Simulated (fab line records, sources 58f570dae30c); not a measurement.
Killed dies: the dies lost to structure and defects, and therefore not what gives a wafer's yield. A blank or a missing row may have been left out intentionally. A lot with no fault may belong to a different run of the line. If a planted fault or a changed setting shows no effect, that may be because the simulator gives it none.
2 desks looking at one fault ; flow berkeleyCmos170 ; numbers are kept per desk, each desk with only its own; the story behind them comes last

THE METROLOGY DESK
Lot by lot, what the gauges showed, no matter which tool ran the lot: averages of those sampled wafers that carry a number. A lot is out of limits, marked OUT, if its mean lies more than 4 standard deviations from the usual mean; the brackets give that distance.
Columns: A = cdNm at UCB170_V1_CD_MEAS_90, usual 699.9 nm; B = M2_AL_RS at UCB170_M2_RS_MEAS_02, usual 0.0323 ohm/sq; C = M2_AL_THK at UCB170_M2_THK_MEAS_03, usual 895 nm
lot;first seen here;A;B;C
L577;day 9 03:29;699.4;0.0321;896
L582;day 9 03:58;700.7;0.0317;921
L583;day 10 00:02;698.5;0.0319;906
L584;day 10 00:35;700.2;0.0320;904
L587;day 11 07:39;701.0;0.0325;886
L589;day 12 00:11;700.0;0.0329;883
Result from this desk: across the 6 lots, nothing is out of limits.

TOOL OWNER'S DESK, lithoTrack-02
Per lot that ran on this tool, the mean of the sampled wafers carrying a number, from the tool's own readings at UCB170_M2_SOFTBAKE_11 (time 60 s). A lot is out of limits, marked OUT, if its mean lies more than 4 standard deviations from the usual mean; the brackets give that distance.
Columns: A = chillPlateTempC at UCB170_M2_SOFTBAKE_11, usual 23.02 C; B = runLengthS at UCB170_M2_SOFTBAKE_11, usual 89.30 s
lot;first seen here;A;B
L582;day 9 05:00;22.99;88.95
L583;day 10 01:00;23.17;97.94 (+43) OUT
L584;day 10 02:00;22.95;97.92 (+43) OUT
This desk's finding: out of limits on L583, L584; first on L583, day 10 01:00 (runLengthS at UCB170_M2_SOFTBAKE_11). L582 stayed within limits.

TAKEN TOGETHER
The tool owner's desk could have raised an alarm at day 10 01:00, on L583, L584.
From the metrology desk's view, nothing was out of limits.
The metrology desk holds a record of L583, L584, inside its limits.
The lots listed all ran UCB170_M2_SOFTBAKE_11 on lithoTrack-02.

WHAT HAD BEEN PUT IN BY THE SIMULATOR
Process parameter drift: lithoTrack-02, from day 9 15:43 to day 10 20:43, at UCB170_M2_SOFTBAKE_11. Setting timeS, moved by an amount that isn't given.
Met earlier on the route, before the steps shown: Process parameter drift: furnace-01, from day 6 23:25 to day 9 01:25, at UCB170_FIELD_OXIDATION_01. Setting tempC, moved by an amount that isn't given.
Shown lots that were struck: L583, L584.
Hours from the fault's start to each desk's first reading out of limits: the tool owner's desk, 9.
